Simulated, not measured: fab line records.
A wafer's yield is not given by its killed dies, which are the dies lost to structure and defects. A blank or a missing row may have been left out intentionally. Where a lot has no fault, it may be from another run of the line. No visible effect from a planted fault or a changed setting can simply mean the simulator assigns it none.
fab line records || flow berkeleyCmos170
record: {"lots": 5, "wafers": 23}
route steps=331 shown M2@289 V2@292
startH: hours from the record's first day to the start of the lot's first wafer shown || waitH: hours from the lot's prior step to this one || " identical to the entry in the row above || L1.1+2: several wafers, shown together as one row || - no value, or no start given || * or withheld: withheld || < > ~ a bound
route shown NAME@n: a module of which the file shows steps, and the number in the route of the first || usual: mean/standard deviation taken from wafers without a fault || same: alike in all rows || chamber/n: place in a boat || sites: per-site readings || _std_site: standard deviation of those values || _edge_site: mean of outer sites minus mean of inner sites || radiusMm: how far each site lies from the wafer's centre || mask NAME#n: copy n || behind: the most recent tool/chamber to have shaped the wafer || hold: the reason the lot was held/the length of the hold in hours/how it ended || device: names the non-switching transistor (n, p or np) || end of line: at the end of the route, the tests of the same wafers || where a step has no rows: the recipe by itself || killed: count of dies lost to structure and defects at first sort (not the wafer's yield) || map: a wafer's dies, x killed, . not, _ none there
set.NAME: the setting the step ran with; set.NAME@STEP: the setting that earlier step ran with || model.NAME: the simulator's own value behind a step, which no gauge read
lots run with intentionally changed settings; tables by step, rows by wafer
== steps ==
step: UCB170_M2_METAL_ETCH_18
recipe: {"chemistry": "Cl2/BCl3", "target": "Al", "stopOn": "SiO2", "pressureMtorr": 12, "targetDepthA": 11700, "overEtchFrac": 0.3, "timeS": 195, "icpW": 600, "biasW": 120, "Cl2_flow_sccm": 90, "bcl3FlowSccm": 45}
{"lot.wafer": "L074.1+4+6", "tool": "rieMetal-01", "chamber": "0,1,1", "startH": 154.29, "waitH": "-", "set.timeS": 209.9}
{"lot.wafer": "L074.2+3", "tool": "rieMetal-01", "chamber": "1,0", "startH": 154.29, "waitH": "-", "set.timeS": 195}
{"lot.wafer": "L078.1+5", "tool": "rieMetal-02", "chamber": 0, "startH": 167.45, "waitH": "-", "set.timeS": 216.7}
{"lot.wafer": "L078.3+4+6", "tool": "rieMetal-02", "chamber": "0,1,1", "startH": 167.45, "waitH": "-", "set.timeS": 195}
{"lot.wafer": "L080.1+4", "tool": "rieMetal-01", "chamber": 1, "startH": 189.01, "waitH": "-", "set.timeS": 202.8}
{"lot.wafer": "L080.2+3+6", "tool": "rieMetal-01", "chamber": 0, "startH": 189.01, "waitH": "-", "set.timeS": 195}
{"lot.wafer": "L082.1+2+4", "tool": "rieMetal-04", "chamber": "1,0,1", "startH": 189.56, "waitH": "-", "set.timeS": 195}
{"lot.wafer": "L085.1+6", "tool": "rieMetal-01", "chamber": 1, "startH": 212.30, "waitH": "-", "set.timeS": 205.8}
{"lot.wafer": "L085.2+4+5", "tool": "rieMetal-01", "chamber": "0,1,0", "startH": 212.30, "waitH": "-", "set.timeS": 195}
step: UCB170_M2_STRIP_19
recipe: {"chemistry": "O2", "powerW": 400, "pressureMtorr": 3500, "platenTempC": "withheld", "o2FlowSccm": 400, "overashFraction": 0.5}
usual: {"oesProductAu": "0.546/0.014"}
{"lot.wafer": "L074.1", "tool": "plasmaAsher-02", "chamber": 0, "startH": 154.47, "waitH": 0.1, "set.timeS@M2_METAL_ETCH_18": 209.9, "oesProductAu": 0.501}
{"lot.wafer": "L074.2", "tool": "plasmaAsher-02", "chamber": 1, "startH": 154.47, "waitH": 0.1, "set.timeS@M2_METAL_ETCH_18": 195, "oesProductAu": 0.528}
{"lot.wafer": "L074.3", "tool": "plasmaAsher-02", "chamber": 0, "startH": 154.47, "waitH": 0.1, "set.timeS@M2_METAL_ETCH_18": 195, "oesProductAu": 0.542}
{"lot.wafer": "L074.4", "tool": "plasmaAsher-02", "chamber": 1, "startH": 154.47, "waitH": 0.1, "set.timeS@M2_METAL_ETCH_18": 209.9, "oesProductAu": 0.476}
{"lot.wafer": "L074.6", "tool": "plasmaAsher-02", "chamber": 1, "startH": 154.47, "waitH": 0.1, "set.timeS@M2_METAL_ETCH_18": 209.9, "oesProductAu": 0.475}
{"lot.wafer": "L078.1", "tool": "plasmaAsher-02", "chamber": 1, "startH": 167.64, "waitH": 0.1, "set.timeS@M2_METAL_ETCH_18": 216.7, "oesProductAu": 0.484}
{"lot.wafer": "L078.3", "tool": "plasmaAsher-02", "chamber": 1, "startH": 167.64, "waitH": 0.1, "set.timeS@M2_METAL_ETCH_18": 195, "oesProductAu": 0.557}
{"lot.wafer": "L078.4", "tool": "plasmaAsher-02", "chamber": 0, "startH": 167.64, "waitH": 0.1, "set.timeS@M2_METAL_ETCH_18": 195, "oesProductAu": 0.541}
{"lot.wafer": "L078.5", "tool": "plasmaAsher-02", "chamber": 1, "startH": 167.64, "waitH": 0.1, "set.timeS@M2_METAL_ETCH_18": 216.7, "oesProductAu": 0.493}
{"lot.wafer": "L078.6", "tool": "plasmaAsher-02", "chamber": 0, "startH": 167.64, "waitH": 0.1, "set.timeS@M2_METAL_ETCH_18": 195, "oesProductAu": 0.529}
{"lot.wafer": "L080.1", "tool": "plasmaAsher-04", "chamber": 1, "startH": 189.20, "waitH": 0.1, "set.timeS@M2_METAL_ETCH_18": 202.8, "oesProductAu": 0.503}
{"lot.wafer": "L080.2", "tool": "plasmaAsher-04", "chamber": 0, "startH": 189.20, "waitH": 0.1, "set.timeS@M2_METAL_ETCH_18": 195, "oesProductAu": 0.558}
{"lot.wafer": "L080.3", "tool": "plasmaAsher-04", "chamber": 1, "startH": 189.20, "waitH": 0.1, "set.timeS@M2_METAL_ETCH_18": 195, "oesProductAu": 0.547}
{"lot.wafer": "L080.4", "tool": "plasmaAsher-04", "chamber": 0, "startH": 189.20, "waitH": 0.1, "set.timeS@M2_METAL_ETCH_18": 202.8, "oesProductAu": 0.511}
{"lot.wafer": "L080.6", "tool": "plasmaAsher-04", "chamber": 0, "startH": 189.20, "waitH": 0.1, "set.timeS@M2_METAL_ETCH_18": 195, "oesProductAu": 0.549}
{"lot.wafer": "L082.1", "tool": "plasmaAsher-04", "chamber": 0, "startH": 189.75, "waitH": 0.1, "set.timeS@M2_METAL_ETCH_18": 195, "oesProductAu": 0.542}
{"lot.wafer": "L082.2", "tool": "plasmaAsher-04", "chamber": 1, "startH": 189.75, "waitH": 0.1, "set.timeS@M2_METAL_ETCH_18": 195, "oesProductAu": 0.533}
{"lot.wafer": "L082.4", "tool": "plasmaAsher-04", "chamber": 0, "startH": 189.75, "waitH": 0.1, "set.timeS@M2_METAL_ETCH_18": 195, "oesProductAu": 0.545}
{"lot.wafer": "L085.1", "tool": "plasmaAsher-02", "chamber": 0, "startH": 212.49, "waitH": 0.1, "set.timeS@M2_METAL_ETCH_18": 205.8, "oesProductAu": 0.505}
{"lot.wafer": "L085.2", "tool": "plasmaAsher-02", "chamber": 1, "startH": 212.49, "waitH": 0.1, "set.timeS@M2_METAL_ETCH_18": 195, "oesProductAu": 0.564}
{"lot.wafer": "L085.4", "tool": "plasmaAsher-02", "chamber": 1, "startH": 212.49, "waitH": 0.1, "set.timeS@M2_METAL_ETCH_18": 195, "oesProductAu": 0.531}
{"lot.wafer": "L085.5", "tool": "plasmaAsher-02", "chamber": 1, "startH": 212.49, "waitH": 0.1, "set.timeS@M2_METAL_ETCH_18": 195, "oesProductAu": 0.554}
{"lot.wafer": "L085.6", "tool": "plasmaAsher-02", "chamber": 0, "startH": 212.49, "waitH": 0.1, "set.timeS@M2_METAL_ETCH_18": 205.8, "oesProductAu": 0.502}
step: UCB170_M2_CD_MEAS_90
recipe: {"targetCdNm": 700}
usual: {"cdNm": "700.3/2.5"}
{"lot.wafer": "L074.1", "tool": "cdSem-01", "chamber": "-", "startH": 154.57, "waitH": 0.1, "set.doseMj@M2_EXPOSE_12": 27.81, "cdNm": 687.2}
{"lot.wafer": "L074.2", "tool": "cdSem-01", "chamber": "-", "startH": 154.57, "waitH": 0.1, "set.doseMj@M2_EXPOSE_12": 27.81, "cdNm": 690.7}
{"lot.wafer": "L074.3", "tool": "cdSem-01", "chamber": "-", "startH": 154.57, "waitH": 0.1, "set.doseMj@M2_EXPOSE_12": 26, "cdNm": 702.0}
{"lot.wafer": "L074.4", "tool": "cdSem-01", "chamber": "-", "startH": 154.57, "waitH": 0.1, "set.doseMj@M2_EXPOSE_12": 26, "cdNm": 699.4}
{"lot.wafer": "L074.6", "tool": "cdSem-01", "chamber": "-", "startH": 154.57, "waitH": 0.1, "set.doseMj@M2_EXPOSE_12": 27.81, "cdNm": 686.8}
{"lot.wafer": "L078.1", "tool": "cdSem-01", "chamber": "-", "startH": 167.74, "waitH": 0.1, "set.doseMj@M2_EXPOSE_12": 26, "cdNm": 701.3}
{"lot.wafer": "L078.3", "tool": "cdSem-01", "chamber": "-", "startH": 167.74, "waitH": 0.1, "set.doseMj@M2_EXPOSE_12": 26, "cdNm": 704.6}
{"lot.wafer": "L078.4", "tool": "cdSem-01", "chamber": "-", "startH": 167.74, "waitH": 0.1, "set.doseMj@M2_EXPOSE_12": 26, "cdNm": 704.0}
{"lot.wafer": "L078.5", "tool": "cdSem-01", "chamber": "-", "startH": 167.74, "waitH": 0.1, "set.doseMj@M2_EXPOSE_12": 26, "cdNm": 701.7}
{"lot.wafer": "L078.6", "tool": "cdSem-01", "chamber": "-", "startH": 167.74, "waitH": 0.1, "set.doseMj@M2_EXPOSE_12": 26, "cdNm": 703.5}
{"lot.wafer": "L080.1", "tool": "cdSem-01", "chamber": "-", "startH": 189.30, "waitH": 0.1, "set.doseMj@M2_EXPOSE_12": 26, "cdNm": 696.9}
{"lot.wafer": "L080.2", "tool": "cdSem-01", "chamber": "-", "startH": 189.30, "waitH": 0.1, "set.doseMj@M2_EXPOSE_12": 25.43, "cdNm": 700.7}
{"lot.wafer": "L080.3", "tool": "cdSem-01", "chamber": "-", "startH": 189.30, "waitH": 0.1, "set.doseMj@M2_EXPOSE_12": 26, "cdNm": 700.1}
{"lot.wafer": "L080.4", "tool": "cdSem-01", "chamber": "-", "startH": 189.30, "waitH": 0.1, "set.doseMj@M2_EXPOSE_12": 26, "cdNm": 698.1}
{"lot.wafer": "L080.6", "tool": "cdSem-01", "chamber": "-", "startH": 189.30, "waitH": 0.1, "set.doseMj@M2_EXPOSE_12": 25.43, "cdNm": 701.5}
{"lot.wafer": "L082.1", "tool": "cdSem-01", "chamber": "-", "startH": 189.88, "waitH": 0.1, "set.doseMj@M2_EXPOSE_12": 26, "cdNm": 697.8}
{"lot.wafer": "L082.2", "tool": "cdSem-01", "chamber": "-", "startH": 189.88, "waitH": 0.1, "set.doseMj@M2_EXPOSE_12": 26, "cdNm": 698.5}
{"lot.wafer": "L082.4", "tool": "cdSem-01", "chamber": "-", "startH": 189.88, "waitH": 0.1, "set.doseMj@M2_EXPOSE_12": 26, "cdNm": 698.7}
{"lot.wafer": "L085.1", "tool": "cdSem-01", "chamber": "-", "startH": 212.59, "waitH": 0.1, "set.doseMj@M2_EXPOSE_12": 26, "cdNm": 698.2}
{"lot.wafer": "L085.2", "tool": "cdSem-01", "chamber": "-", "startH": 212.59, "waitH": 0.1, "set.doseMj@M2_EXPOSE_12": 24.06, "cdNm": 713.8}
{"lot.wafer": "L085.4", "tool": "cdSem-01", "chamber": "-", "startH": 212.59, "waitH": 0.1, "set.doseMj@M2_EXPOSE_12": 24.06, "cdNm": 713.8}
{"lot.wafer": "L085.5", "tool": "cdSem-01", "chamber": "-", "startH": 212.59, "waitH": 0.1, "set.doseMj@M2_EXPOSE_12": 26, "cdNm": 697.8}
{"lot.wafer": "L085.6", "tool": "cdSem-01", "chamber": "-", "startH": 212.59, "waitH": 0.1, "set.doseMj@M2_EXPOSE_12": 24.06, "cdNm": 712.1}
step: UCB170_V2_CVD_00
recipe: {"material": "SiO2", "targetThkNm": 2000, "tempC": 390, "precursor": "TEOS/O2", "timeS": 250, "rfW": 550, "pressureMtorr": 9000}
step: UCB170_V2_ETCH_14
recipe: {"chemistry": "CHF3/CF4/Ar", "target": "SiO2", "stopOn": "Al", "CHF3_flow_sccm": 45, "cf4FlowSccm": 15, "Ar_flow_sccm": 150, "pressureMtorr": 200, "rfW": 700, "targetDepthA": 12500, "overEtchFrac": 0.25, "timeS": 291}
{"lot.wafer": "L074.1", "tool": "rieDiel-01", "chamber": 3, "startH": 156.56, "waitH": 0.0, "set.powerW@M2_SPUTTER_01": 5525, "model.Al_of_M2_SPUTTER_01.thkNm": 822}
{"lot.wafer": "L074.2", "tool": "rieDiel-01", "chamber": 1, "startH": 156.56, "waitH": 0.0, "set.powerW@M2_SPUTTER_01": 6000, "model.Al_of_M2_SPUTTER_01.thkNm": 893.1}
{"lot.wafer": "L074.3", "tool": "rieDiel-01", "chamber": 2, "startH": 156.56, "waitH": 0.0, "set.powerW@M2_SPUTTER_01": 6000, "model.Al_of_M2_SPUTTER_01.thkNm": 889.1}
{"lot.wafer": "L074.4", "tool": "rieDiel-01", "chamber": 0, "startH": 156.56, "waitH": 0.0, "set.powerW@M2_SPUTTER_01": 5525, "model.Al_of_M2_SPUTTER_01.thkNm": 823.5}
{"lot.wafer": "L074.6", "tool": "rieDiel-01", "chamber": 0, "startH": 156.56, "waitH": 0.0, "set.powerW@M2_SPUTTER_01": 6000, "model.Al_of_M2_SPUTTER_01.thkNm": 897.8}
{"lot.wafer": "L078.1", "tool": "rieDiel-01", "chamber": 3, "startH": 170.75, "waitH": 0.0, "set.powerW@M2_SPUTTER_01": 5680, "model.Al_of_M2_SPUTTER_01.thkNm": 840.9}
{"lot.wafer": "L078.3", "tool": "rieDiel-01", "chamber": 1, "startH": 170.75, "waitH": 0.0, "set.powerW@M2_SPUTTER_01": 6000, "model.Al_of_M2_SPUTTER_01.thkNm": 886.5}
{"lot.wafer": "L078.4", "tool": "rieDiel-01", "chamber": 2, "startH": 170.75, "waitH": 0.0, "set.powerW@M2_SPUTTER_01": 5680, "model.Al_of_M2_SPUTTER_01.thkNm": 847.1}
{"lot.wafer": "L078.5", "tool": "rieDiel-01", "chamber": 2, "startH": 170.75, "waitH": 0.0, "set.powerW@M2_SPUTTER_01": 6000, "model.Al_of_M2_SPUTTER_01.thkNm": 887.2}
{"lot.wafer": "L078.6", "tool": "rieDiel-01", "chamber": 3, "startH": 170.75, "waitH": 0.0, "set.powerW@M2_SPUTTER_01": 6000, "model.Al_of_M2_SPUTTER_01.thkNm": 898.9}
{"lot.wafer": "L080.1", "tool": "rieDiel-01", "chamber": 3, "startH": 191.30, "waitH": 0.0, "set.powerW@M2_SPUTTER_01": 6000, "model.Al_of_M2_SPUTTER_01.thkNm": 906.7}
{"lot.wafer": "L080.2", "tool": "rieDiel-01", "chamber": 1, "startH": 191.30, "waitH": 0.0, "set.powerW@M2_SPUTTER_01": 6000, "model.Al_of_M2_SPUTTER_01.thkNm": 906.4}
{"lot.wafer": "L080.3", "tool": "rieDiel-01", "chamber": 0, "startH": 191.30, "waitH": 0.0, "set.powerW@M2_SPUTTER_01": 6477, "model.Al_of_M2_SPUTTER_01.thkNm": 970.2}
{"lot.wafer": "L080.4", "tool": "rieDiel-01", "chamber": 2, "startH": 191.30, "waitH": 0.0, "set.powerW@M2_SPUTTER_01": 6000, "model.Al_of_M2_SPUTTER_01.thkNm": 904.8}
{"lot.wafer": "L080.6", "tool": "rieDiel-01", "chamber": 2, "startH": 191.30, "waitH": 0.0, "set.powerW@M2_SPUTTER_01": 6477, "model.Al_of_M2_SPUTTER_01.thkNm": 973.2}
{"lot.wafer": "L082.1", "tool": "rieDiel-02", "chamber": 2, "startH": 192.18, "waitH": 0.0, "set.powerW@M2_SPUTTER_01": 6000, "model.Al_of_M2_SPUTTER_01.thkNm": 878}
{"lot.wafer": "L082.2", "tool": "rieDiel-02", "chamber": 1, "startH": 192.18, "waitH": 0.0, "set.powerW@M2_SPUTTER_01": 6000, "model.Al_of_M2_SPUTTER_01.thkNm": 886.5}
{"lot.wafer": "L082.4", "tool": "rieDiel-02", "chamber": 3, "startH": 192.18, "waitH": 0.0, "set.powerW@M2_SPUTTER_01": 6000, "model.Al_of_M2_SPUTTER_01.thkNm": 875.9}
{"lot.wafer": "L085.1", "tool": "rieDiel-03", "chamber": 3, "startH": 216.05, "waitH": 0.0, "set.powerW@M2_SPUTTER_01": 6000, "model.Al_of_M2_SPUTTER_01.thkNm": 892.2}
{"lot.wafer": "L085.2", "tool": "rieDiel-03", "chamber": 2, "startH": 216.05, "waitH": 0.0, "set.powerW@M2_SPUTTER_01": 6291, "model.Al_of_M2_SPUTTER_01.thkNm": 946}
{"lot.wafer": "L085.4", "tool": "rieDiel-03", "chamber": 1, "startH": 216.05, "waitH": 0.0, "set.powerW@M2_SPUTTER_01": 6291, "model.Al_of_M2_SPUTTER_01.thkNm": 941.7}
{"lot.wafer": "L085.5", "tool": "rieDiel-03", "chamber": 2, "startH": 216.05, "waitH": 0.0, "set.powerW@M2_SPUTTER_01": 6000, "model.Al_of_M2_SPUTTER_01.thkNm": 898.3}
{"lot.wafer": "L085.6", "tool": "rieDiel-03", "chamber": 1, "startH": 216.05, "waitH": 0.0, "set.powerW@M2_SPUTTER_01": 6000, "model.Al_of_M2_SPUTTER_01.thkNm": 901.1}
== key ==
split: {"step": "UCB170_M2_METAL_ETCH_18", "setting": "timeS", "stated": 195, "by": "wafer"}
response: {"step": "UCB170_M2_STRIP_19", "reading": "oesProductAu", "change": -0.00617, "per": "1%", "r": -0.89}
split outsideThisFile step=UCB170_M2_SPUTTER_01 setting=powerW
split outsideThisFile step=UCB170_M2_EXPOSE_12 setting=doseMj
split outsideThisFile: this setting was split too, and the file shows its column; the key of that split is in another file
